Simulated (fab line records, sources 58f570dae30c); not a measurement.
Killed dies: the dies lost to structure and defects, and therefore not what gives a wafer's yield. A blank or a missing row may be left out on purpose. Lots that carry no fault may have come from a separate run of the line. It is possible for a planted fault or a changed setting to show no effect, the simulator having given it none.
Which of the tools did it? | flow berkeley-cmos170 | 18 wafers sampled from 6 lots at 1 step of a route of 331

== WHAT THE GAUGES SHOWED, per wafer ==
UCB170_NWELL_THK_MEAS_02.
lot  | measured    | on            | NWELL_OXIDE_THK (nm)
L347 | day 2 23:08 | film-metro-02 | 27.1 27.1 27.2
L349 | day 3 12:16 | film-metro-01 | 25.5 25.8 26.0
L356 | day 4 02:00 | film-metro-03 | 26.5 26.3 26.6
L358 | day 4 23:38 | film-metro-03 | 25.1 25.1 25.3
L363 | day 5 16:08 | film-metro-02 | 26.0 26.5 25.8
L367 | day 6 10:02 | film-metro-03 | 25.5 25.6 25.7

== TOOL THAT RAN EACH LOT (tool first, then ch and the chambers of the sampled wafers, then the start) ==
Record: no process step prior to these readings.

== THE ANSWER, worked out from the rows above alone ==
Rule: the usual values come from the lots themselves. The widest of any qualifying gaps counts: lots, ordered by their means at a reading, are off when they make up no more than a third of the lots, leave a main group of 4 or more, and stand apart from it by 3 or more times the standard deviation of that group's means. Not used: any main group whose means are identical at the precision the tables above print for the reading. A lot without any number at a reading at which 4 lots or more have one is off too. Any other lot the step has rows for is counted as sound.
No lot is off on any of the readings shown, so nothing can be concluded from this.

== WHAT HAD BEEN PUT IN BY THE SIMULATOR ==
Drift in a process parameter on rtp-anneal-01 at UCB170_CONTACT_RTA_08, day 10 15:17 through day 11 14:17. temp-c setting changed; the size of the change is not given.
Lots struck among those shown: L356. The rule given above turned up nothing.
